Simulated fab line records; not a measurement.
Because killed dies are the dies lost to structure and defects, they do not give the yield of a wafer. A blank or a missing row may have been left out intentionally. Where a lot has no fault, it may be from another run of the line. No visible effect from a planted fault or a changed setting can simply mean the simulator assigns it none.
Problem report, 8D (eight disciplines) form, completed by code / flow berkeley cmos170 / the parts of the form that need people (team, actions taken, sign-off) are left out

== 1. THE PROBLEM ==
ACTIVE_OVL at UCB170_ACTIVE_OVL_MEAS_14 reads a mean of -158 nm on 12 wafers of 4 lots; wafers without a fault read -2 nm with a standard deviation of 4.8. That is -33 standard deviations from the usual mean.
First seen on wafer L327.1, day 6 00:18, on overlay-02. The record has a number at this step for 45 wafers belonging to 15 lots. By rule, "out" or "out of limits" means more than 4 standard deviations away from the usual mean. Any other wafer with a number is counted as sound.

== 2. WHAT IT IS, AND WHAT IT ISN'T ==
question=which readings at this step | is=ACTIVE_OVL | is not=-
question=which lots | is=L327, L329, L330, L333 | is not=L321, L322, L323, L324, L325, L328, L332, L336, L337, L339, L342
question=which wafers of those lots | is=all that have a number | is not=-
question=read on which gauges | is=overlay-01, overlay-02 | is not=-
question=when | is=from day 6 00:18 | is not=up to then (15 sound wafers); but 18 sound wafers of L328, L332, L336, L337, L339, L342 came after

== 3. THE SUSPECTS, EACH WITH WHAT RULES IT OUT ==
Counting: a tool at a process step up to the reading stays a suspect if it ran every lot that is out and no sound lot after the first of them.
- ruled out: the gauge at UCB170_ACTIVE_OVL_MEAS_14. 2 gauges (overlay-01, overlay-02) read the wafers that are out.
- krf scanner-02 at UCB170_ACTIVE_EXPOSE_10 (exposes mask ACTIVE, target cd 1200 nm): kept. All lots that are out passed through it, beginning with L327 at day 5 23:47, and no sound lot followed; its final sound lot before that point was L325 at day 5 11:01.
Remaining after the count: krf scanner-02 at UCB170_ACTIVE_EXPOSE_10.

== 4. THE CAUSE (what the simulator had put in) ==
Scanner matching overlay: krf scanner-02, from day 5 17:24 on, at UCB170_ACTIVE_EXPOSE_10. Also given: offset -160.
Only this tool survived the counting.

== 5. THE CHAIN OF EFFECTS, in route order ==
Rows list readings where the struck wafers' mean (over those with a number) sits beyond 3 standard deviations from the usual. Scope: only readings with a usual standard deviation given in the record; hours: median across lots of the time from each lot's start at the first step in this table that gives one to its start at this step; sigmas: change in usual standard deviations.
hours=0; step=UCB170_ACTIVE_OVL_MEAS_14; reading=ACTIVE_OVL; usual=-2 nm; on struck wafers=-158; change=-156; sigmas=-33
Later measuring or inspecting steps at which every struck wafer that the step has a row for has a number for every such reading, and none has moved that far: UCB170_GATE_THK_MEAS_02, UCB170_M2_CD_MEAS_15.

== 6. WHAT WOULD HAVE CAUGHT IT SOONER ==
The first out-of-limits reading at a measuring or inspecting step in this record came at day 6 00:18, 7 hours after the fault's start at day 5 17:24.
Of the lots that are out (4), L329, L330, L333 began UCB170_ACTIVE_EXPOSE_10 on krf scanner-02 after day 6 00:18. A hold on the tool at that time would have spared those 3.
